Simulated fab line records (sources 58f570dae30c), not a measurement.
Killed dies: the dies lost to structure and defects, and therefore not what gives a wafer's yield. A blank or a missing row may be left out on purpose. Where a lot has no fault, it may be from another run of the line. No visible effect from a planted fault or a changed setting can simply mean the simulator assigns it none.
A single fault, viewed from 2 desks | flow berkeley_cmos170 | each desk holds nothing but its own numbers, with what lay behind them at the end

== FOR THE TOOL OWNER'S DESK: implanter-03 ==
For each lot that ran on this tool, the mean over its sampled wafers that have a number, from the tool's own readings at UCB170_PSD_IMPLANT_08. A lot is out of limits, marked OUT, if its mean lies more than 4 standard deviations from the usual mean; the brackets give that distance.
Columns: A = beam_on_s at UCB170_PSD_IMPLANT_08, usual 9.99 s; B = end_station_pressure_torr at UCB170_PSD_IMPLANT_08, usual 1.26e-05 Torr; C = faraday_current_uA at UCB170_PSD_IMPLANT_08, usual 9261
lot  | first seen here | A              | B        | C
L630 | day 6 12:11     | 10.13          | 1.23e-05 | 9130
L635 | day 7 12:16     | 10.11          | 1.31e-05 | 9177
L639 | day 8 15:46     | 10.02          | 1.24e-05 | 9245
L638 | day 8 16:02     | 10.15          | 1.25e-05 | 9120
L644 | day 9 14:59     | 7.74 (-12) OUT | 1.34e-05 | 11959 (+16) OUT
L648 | day 10 20:01    | 7.70 (-13) OUT | 1.28e-05 | 12020 (+16) OUT
L651 | day 11 02:49    | 7.69 (-13) OUT | 1.30e-05 | 12029 (+16) OUT
This desk finds L644, L648, L651 out of limits, L644 being first, at day 9 14:59 (beam_on_s at UCB170_PSD_IMPLANT_08). L630, L635, L639, L638 stayed within limits.

== AT THE METROLOGY DESK ==
What the gauges read for every lot (on any tool): the sampled wafers with a number, averaged. A lot is out of limits, marked OUT, if its mean lies more than 4 standard deviations from the usual mean; the brackets give that distance.
Columns: A = NVT_OVL at UCB170_NVT_OVL_MEAS_06, usual 3 nm; B = NLDD_TW at UCB170_NLDD_TW_MEAS_11, usual 2225; C = PSD_OVL at UCB170_PSD_OVL_MEAS_07, usual 3 nm; D = PSD_TW at UCB170_PSD_TW_MEAS_10, usual 2332; E = PSD_RS at UCB170_SDANNEAL_RS_MEAS_02, usual 75.50 ohm/sq
lot  | first seen here | A  | B    | C  | D               | E
L630 | day 5 10:32     | 1  | 2228 | 3  | 2382            | 75.46
L632 | day 5 10:46     | -7 | 2187 | 0  | 2351            | 75.52
L631 | day 5 10:49     | 3  | 2175 | 8  | 2287            | 75.27
L634 | day 5 20:30     | 1  | 2182 | 0  | 2286            | 75.32
L633 | day 5 20:44     | 8  | 2263 | 8  | 2345            | 75.42
L635 | day 6 09:10     | 6  | 2190 | 6  | 2370            | 76.01
L636 | day 6 17:05     | 4  | 2232 | 0  | 2348            | 75.65
L637 | day 7 03:19     | -3 | 2175 | -2 | 2288            | 75.36
L640 | day 7 10:05     | 0  | 2261 | 2  | 2365            | 74.99
L638 | day 7 10:07     | 7  | 2183 | 4  | 2293            | 75.83
L639 | day 7 10:42     | 4  | 2261 | -2 | 2362            | 75.56
L644 | day 8 13:44     | -2 | 2231 | 2  | 2119 (-6.3) OUT | 89.45 (+46) OUT
L648 | day 9 18:06     | 3  | 2249 | 7  | 2183 (-4.4) OUT | 90.12 (+49) OUT
L651 | day 10 03:16    | -0 | 2243 | 1  | 2176 (-4.6) OUT | 89.24 (+46) OUT
L653 | day 10 14:04    | 9  | 2254 | 3  | 2333            | 75.91
This desk reports L644, L648, L651 out of limits; the earliest was L644 at day 9 15:12 (PSD_TW at UCB170_PSD_TW_MEAS_10). L630, L632, L631, L634, L633, L635, L636, L637, L640, L638, L639, L653 stayed within limits.

== TAKEN TOGETHER ==
The tool owner's desk had the chance to raise an alarm at day 9 14:59 on L644, L648, L651.
Metrology desk: alarm possible at day 9 15:12 on L644, L648, L651.
On implanter-03, each named lot ran UCB170_PSD_IMPLANT_08.

== WHAT THE SIMULATOR HAD PUT IN ==
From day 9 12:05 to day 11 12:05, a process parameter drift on implanter-03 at UCB170_PSD_IMPLANT_08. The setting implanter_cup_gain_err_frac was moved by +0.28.
Shown lots that were struck: L644, L648, L651.
Delay (hours) between the fault's onset and each desk's first out-of-limits reading: 3 at the tool owner's desk, 3 at the metrology desk.
